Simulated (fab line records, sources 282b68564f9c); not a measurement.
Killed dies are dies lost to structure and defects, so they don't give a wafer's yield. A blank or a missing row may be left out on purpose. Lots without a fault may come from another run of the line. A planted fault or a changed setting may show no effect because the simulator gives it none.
Problem report in the 8D (eight disciplines) form, filled by code | flow rit_cmos | the parts of the form that need people (team, actions taken, sign-off) are left out

1. THE PROBLEM
oes_product_au at RIT_GATE_ETCH_19 reads a mean of 0.760 a.u. on 6 wafers of 2 lots; wafers without a fault read 0.844 a.u. with a standard deviation of 0.01. That is -8.4 standard deviations from the usual mean.
The step: etches poly-Si in SF6/CHF3/O2, stops on SiO2, time 165 s, target depth 312.5 nm.
First seen on wafer L857.2, day 5 00:59, on rie_si-01. The record holds 18 wafers of 6 lots with a number at this step. Rule for "out", or "out of limits": more than 4 standard deviations from the usual mean. The other wafers with a number count as sound.

2. WHAT IT IS AND WHAT IT IS NOT
question                    | is                     | is not
which readings at this step | oes_product_au         | drypump_motor_current_A, he_backside_leak_sccm, throttle_valve_pct
which lots                  | L857, L859             | L845, L848, L864, L866
which wafers of those lots  | all that have a number | -
read on which tools         | rie_si-01              | rie_si-02
when                        | from day 5 00:59       | up to then (6 sound wafers); but 6 sound wafers of L864, L866 came after

3. SUSPECTS, AND WHAT RULES EACH OUT
Counting: a tool at a process step up to the reading stays a suspect if it ran every lot that is out and no sound lot after the first of them.
- rie_si-01 at RIT_GATE_ETCH_19 (etches poly-Si in SF6/CHF3/O2, stops on SiO2, time 165 s, target depth 312.5 nm): kept. It ran every lot that is out, first L857 (day 5 00:59), and no sound lot after that; its last sound lot up to then is L845 (day 2 12:20). Its own readings are out on those wafers: oes_product_au.
Left after counting: rie_si-01 at RIT_GATE_ETCH_19.

4. THE CAUSE (what the simulator had put in)
Process parameter drift: rie_si-01, from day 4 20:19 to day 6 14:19, at RIT_GATE_ETCH_19. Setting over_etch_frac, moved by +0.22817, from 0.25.
Counting left only this tool.

5. THE CHAIN OF EFFECTS, in route order
Each row: a reading whose mean over the struck wafers that have a number lies more than 3 standard deviations from the usual. Only readings for which the record gives a usual standard deviation are gone through. hours: the time from each lot's start at the first step in this table that gives one to its start at this step, as a median over the lots. sigmas: the change in usual standard deviations.
hours | step             | reading        | usual      | on struck wafers | change | sigmas
0     | RIT_GATE_ETCH_19 | oes_product_au | 0.844 a.u. | 0.760            | -0.084 | -8.4
The process steps in it:
- RIT_GATE_ETCH_19: etches poly-Si in SF6/CHF3/O2, stops on SiO2, time 165 s, target depth 312.5 nm.

6. WHAT WOULD HAVE CAUGHT IT SOONER
In this record the first reading out of limits was taken at day 5 00:59, 5 hours after the fault began at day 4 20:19.
